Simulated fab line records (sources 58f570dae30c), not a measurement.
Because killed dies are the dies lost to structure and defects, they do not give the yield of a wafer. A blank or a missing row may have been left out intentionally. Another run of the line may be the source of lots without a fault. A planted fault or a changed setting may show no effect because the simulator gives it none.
A struck lot beside a sound one -- flow berkeleyCmos170 -- 14 out of 331 route steps
Sound: wafers L963.1, L963.3, L963.5. Struck: wafers L970.1, L970.4, L970.5. The cause is named last.
Each step with rows lists, per side, the tool, then ch with its chambers, then its first start. Under that, the readings that differ: sound wafers -- struck wafers -- difference of the means -- sigmas: that difference in standard deviations of wafers without a fault.
alike: same words and numbers on both sides, and readings whose means sit less than 2 such deviations apart. not compared: any withheld reading, any reading some wafer has no value for, any bound like >300 that may hide the same value, and any number with overlapping values for which the record gives no deviation.
The two part at a step that has a row with sigmas, a row that says differs or no value, or rows on one side only. When numbers do not overlap yet have no deviation, they are printed without sigmas and do not part them. A reading that every wafer of one side lacks parts them only if that side has two wafers or more.

UCB170_SDANNEAL_RTA_01: time 5 s.
  sound on rtpAnneal-02 ch 0, day 7 18:44; struck on rtpAnneal-02 ch 0, day 9 06:02
  alike: lampPowerPct, wafer_temp_C_max
UCB170_SDANNEAL_RS_MEAS_02: measures by four-point-probe.
  sound: filmMetro-01 at day 7 18:51; struck: filmMetro-01 at day 9 06:05
  alike: PSD_RS
UCB170_SDANNEAL_RS_MEAS_03: measures by four-point-probe.
  sound: filmMetro-01 at day 7 18:58; struck: filmMetro-01 at day 9 06:13
  alike: NSD_RS
UCB170_SDANNEAL_RS_MEAS_04: measures by four-point-probe.
  sound: filmMetro-01 at day 7 19:05; struck: filmMetro-01 at day 9 06:20
  alike: PLDD_RS
UCB170_SDANNEAL_RS_MEAS_05: measures by four-point-probe.
  sound: filmMetro-01 at day 7 19:13; struck: filmMetro-01 at day 9 06:27
  alike: NLDD_RS
then, 1 step without rows for these wafers: UCB170_SILICIDE_PRE_CLEAN_00 (preclean etch time 60 s).
UCB170_SILICIDE_SPUTTER_01: material Ti, target thk 30 nm, time 25 s.
  sound: pvdSputter-04 at day 7 19:23; struck: pvdSputter-02 at day 9 06:38
  alike: throttleValvePct
UCB170_SILICIDE_RS_MEAS_02: measures by four-point-probe.
  sound: filmMetro-04 at day 7 19:25; struck: filmMetro-04 at day 9 06:40
reading,sound,struck,difference,sigmas
SILICIDE_TI_RS (ohm/sq),25.64 25.82 25.79,26.41 26.37 26.22,+0.58,+2
UCB170_SILICIDE_THK_MEAS_03: measures by xrf.
  sound: filmMetro-04 at day 7 19:32; struck: filmMetro-04 at day 9 06:47
  alike: SILICIDE_TI_THK
UCB170_SILICIDE_RTA_04: time 15 s.
  sound on rtpAnneal-01 ch 0, day 7 19:36; struck on rtpAnneal-01 ch 0, day 9 06:50
  alike: lampPowerPct, wafer_temp_C_max
then, 2 steps without rows for these wafers: UCB170_SILICIDE_WET_ETCH_05 (etches Ti in SPM, time 45 s); UCB170_CONTACT_CLEAN_00 (cleans in SPM, time 600 s).
UCB170_CONTACT_CVD_01: deposits PSG from SiH4/O2/PH3, target thk 700 nm, time 2820 s.
  sound on lpcvd-02 ch 1, day 7 21:08; struck on lpcvd-02 ch 0, day 9 08:08
  no value came back on the struck wafers for o2FlowSccm (sccm), ph3FlowSccm (sccm), pressureMtorr (mTorr), zonePowerCentrePct (%); on the sound wafers o2FlowSccm (sccm) reads 89.67 89.64 89.67
UCB170_M3_PROBE_99:
  sound wafers here have rows in the record (prober-01, day 9 03:19); struck ones have none

== WHERE THEY PART ==
Last at UCB170_M3_PROBE_99 as far as this record goes, first at UCB170_SILICIDE_RS_MEAS_02.

WHY: whatever the simulator had introduced
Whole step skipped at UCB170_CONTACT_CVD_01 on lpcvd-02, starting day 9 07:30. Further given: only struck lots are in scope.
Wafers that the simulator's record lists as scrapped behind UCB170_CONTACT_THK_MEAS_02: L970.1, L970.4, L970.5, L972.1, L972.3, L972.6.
